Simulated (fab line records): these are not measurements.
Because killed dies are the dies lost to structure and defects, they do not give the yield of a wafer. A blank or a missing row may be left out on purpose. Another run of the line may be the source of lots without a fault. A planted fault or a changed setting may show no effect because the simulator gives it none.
fab line records	flow rit-cmos
record: lots: 7	wafers: 21	last-day: 7
route steps=202 shown ACTIVE@1
lots untouched by any fault: they come from a run of this same line in which no faults occurred
start-h: hours from the record's opening day to when the first of the lot's shown wafers began	wait-h: time in hours since the lot's previous step	" unchanged from the row above	L1.1+2: a single row standing in for several wafers	- no value, or no start given	* or withheld: withheld	< > ~ a bound
route shown NAME@n: names a module that has steps shown in the file, with the first one's number in the route	usual: average and standard deviation across the fault-free wafers	same: alike in all rows	chamber/n: place in a boat	sites: each site's reading	_std_site: the standard deviation of these	_edge_site: inner sites' mean taken away from outer sites' mean	radius-mm: how far each site lies from the wafer's centre	mask NAME#n: copy n	behind: tool/chamber where the wafer was last shaped	hold: cause of the lot's hold/its duration in hours/its outcome	device: the n, p or np transistor that did not switch	end of line: the tests these same wafers got at the end of their route	a step given without rows: its recipe and nothing more	killed: the dies lost at the first sort to structure and to defects; this is not the yield of the wafer	map: the dies of a wafer, with x for killed, . for not killed, _ for no die there
set.NAME: the setting that was run; set.NAME@STEP: the one run at that earlier step	model.NAME: the simulator's own value behind a step, which no gauge read
a table for each step, a row for each wafer; lots at some steps of the route
== steps ==
step: RIT_ACTIVE_BOW_MEAS_00
recipe: mode: bow
usual: INCOMING_BOW: 1/7.1
lot.wafer	tool	chamber	start-h	wait-h	INCOMING_BOW[um]
L838.1	film-metro-04	-	35.00	-	0
L838.2	"	-	"	"	0
L838.5	"	-	"	"	0
L842.1	film-metro-02	-	55.00	-	-9
L842.2	"	-	"	"	0
L842.3	"	-	"	"	-9
L843.1	film-metro-02	-	60.00	-	-4
L843.2	"	-	"	"	-5
L843.5	"	-	"	"	1
L844.3	film-metro-03	-	65.04	-	-3
L844.4	"	-	"	"	13
L844.6	"	-	"	"	-6
L851.1	film-metro-04	-	100.00	-	21
L851.4	"	-	"	"	9
L851.6	"	-	"	"	5
L852.2	film-metro-02	-	105.02	-	7
L852.4	"	-	"	"	5
L852.5	"	-	"	"	-4
L855.2	film-metro-03	-	120.02	-	5
L855.4	"	-	"	"	-2
L855.5	"	-	"	"	3
step: RIT_ACTIVE_OXIDATION_01
recipe: temp-c: 1000	ambient: O2	target-thk-a: 468	ox-time-s: 3360
step: RIT_ACTIVE_THK_MEAS_02
recipe: reads: SiO2_of_ACTIVE_OXIDATION_01
usual: ACTIVE_OXIDE_THK: 46.9/0.95
lot.wafer	tool	chamber	start-h	wait-h	ACTIVE_OXIDE_THK[nm]
L838.1	film-metro-04	-	38.04	0.0	47.7
L838.2	"	-	"	"	47.7
L838.5	"	-	"	"	47.3
L842.1	film-metro-04	-	57.05	0.0	47.1
L842.2	"	-	"	"	47.5
L842.3	"	-	"	"	47.4
L843.1	film-metro-02	-	62.17	0.0	46.2
L843.2	"	-	"	"	46.4
L843.5	"	-	"	"	46.9
L844.3	film-metro-02	-	67.44	0.0	46.2
L844.4	"	-	"	"	45.3
L844.6	"	-	"	"	45.8
L851.1	film-metro-02	-	102.93	0.0	47.5
L851.4	"	-	"	"	47.0
L851.6	"	-	"	"	47.6
L852.2	film-metro-03	-	107.06	0.0	46.0
L852.4	"	-	"	"	46.1
L852.5	"	-	"	"	46.8
L855.2	film-metro-03	-	122.06	0.0	46.8
L855.4	"	-	"	"	46.2
L855.5	"	-	"	"	46.6
step: RIT_ACTIVE_CVD_03
recipe: material: Si3N4	target-thk-nm: 150	temp-c: 810	precursor: SiH2Cl2/NH3	time-s: 1500	pressure-mtorr: 300	sih2cl2-flow-sccm: 60	nh3-flow-sccm: 150
step: RIT_ACTIVE_THK_MEAS_04
recipe: reads: Si3N4_of_ACTIVE_CVD_03
usual: ACTIVE_NITRIDE_THK: 149.9/1.5
lot.wafer	tool	chamber	start-h	wait-h	ACTIVE_NITRIDE_THK[nm]
L838.1	film-metro-04	-	39.52	0.0	148.7
L838.2	"	-	"	"	147.6
L838.5	"	-	"	"	148.5
L842.1	film-metro-02	-	59.24	0.0	151.5
L842.2	"	-	"	"	149.9
L842.3	"	-	"	"	151.0
L843.1	film-metro-02	-	63.65	0.0	149.2
L843.2	"	-	"	"	148.6
L843.5	"	-	"	"	149.6
L844.3	film-metro-04	-	69.63	0.0	148.7
L844.4	"	-	"	"	151.1
L844.6	"	-	"	"	149.0
L851.1	film-metro-03	-	105.87	0.0	148.9
L851.4	"	-	"	"	150.0
L851.6	"	-	"	"	150.5
L852.2	film-metro-03	-	108.54	0.0	148.0
L852.4	"	-	"	"	147.6
L852.5	"	-	"	"	147.6
L855.2	film-metro-04	-	124.25	0.0	150.5
L855.4	"	-	"	"	152.5
L855.5	"	-	"	"	149.8
step: RIT_ACTIVE_HMDS_05
recipe: prime-time-s: 60	prime-temp-c: 140
step: RIT_ACTIVE_COAT_06
recipe: resist: NOVOLAK	spin-rpm: 3250	resist-thk-nm: 1000
step: RIT_ACTIVE_SOFTBAKE_07
recipe: resist: NOVOLAK	temp-c: 90	time-s: 60
step: RIT_ACTIVE_EXPOSE_08
recipe: mask-id: M1	na: 0.6	source-shape: conventional	sigma-outer: 0.6	target-cd-nm: 1400	dose-mj: 230.2
step: RIT_ACTIVE_PEB_09
recipe: resist: NOVOLAK	temp-c: withheld	time-s: withheld
usual: chill-plate-temp-C: *	exhaust-pa: 45.0/0.89
lot.wafer	tool	chamber	start-h	wait-h	chill-plate-temp-C	exhaust-pa
L838.1	litho-track-04	0	40.14	0.1	*	44.5
L838.2	"	0	"	"	*	45.3
L838.5	"	0	"	"	*	44.5
L842.1	litho-track-03	-	60.11	0.2	-	-
L842.2	"	-	"	"	-	-
L842.3	"	-	"	"	-	-
L843.1	litho-track-02	-	64.27	0.1	-	-
L843.2	"	-	"	"	-	-
L843.5	"	-	"	"	-	-
L844.3	litho-track-03	-	70.41	0.1	-	-
L844.4	"	-	"	"	-	-
L844.6	"	-	"	"	-	-
L851.1	litho-track-03	0	106.62	0.1	*	45.0
L851.4	"	0	"	"	*	44.8
L851.6	"	0	"	"	*	42.8
L852.2	litho-track-04	0	109.19	0.1	*	43.7
L852.4	"	0	"	"	*	44.5
L852.5	"	0	"	"	*	45.4
L855.2	litho-track-02	0	124.89	0.1	*	44.3
L855.4	"	0	"	"	*	44.0
L855.5	"	0	"	"	*	44.0
step: RIT_ACTIVE_DEVELOP_10
recipe: resist: NOVOLAK	develop-time-s: 48.94	dev-temp-c: 23
== key ==
first-sign: step: RIT_ACTIVE_PEB_09	reading: tool-record	direction: missing
effect none on later readings
met-at RIT_ACTIVE_PEB_09
struck-wafers L842.1,L842.2,L842.3,L843.1,L843.2,L843.5,L844.3,L844.4,L844.6
sort-left-out L842.1,L842.2,L842.3,L843.1,L843.2,L843.5,L844.3,L844.4,L844.6
tester-left-out L842,L843,L844
fault: kind: skipped-step-whole	tool: litho-track-02,litho-track-03	chamber: -	onset-h: 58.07	steps: RIT_ACTIVE_PEB_09	scope: struck-lots-only
tester-left-out: of these lots the tester's yield and bins aren't shown, on N5 and GAA mostly nor the transistor test; their killed dies are dies lost to structure and defects alone, not to doping, threshold or leakage, so they don't give the yield
sort-left-out: the simulated sort isn't trusted on such a fault, so these wafers' sort isn't shown, and their yield isn't known
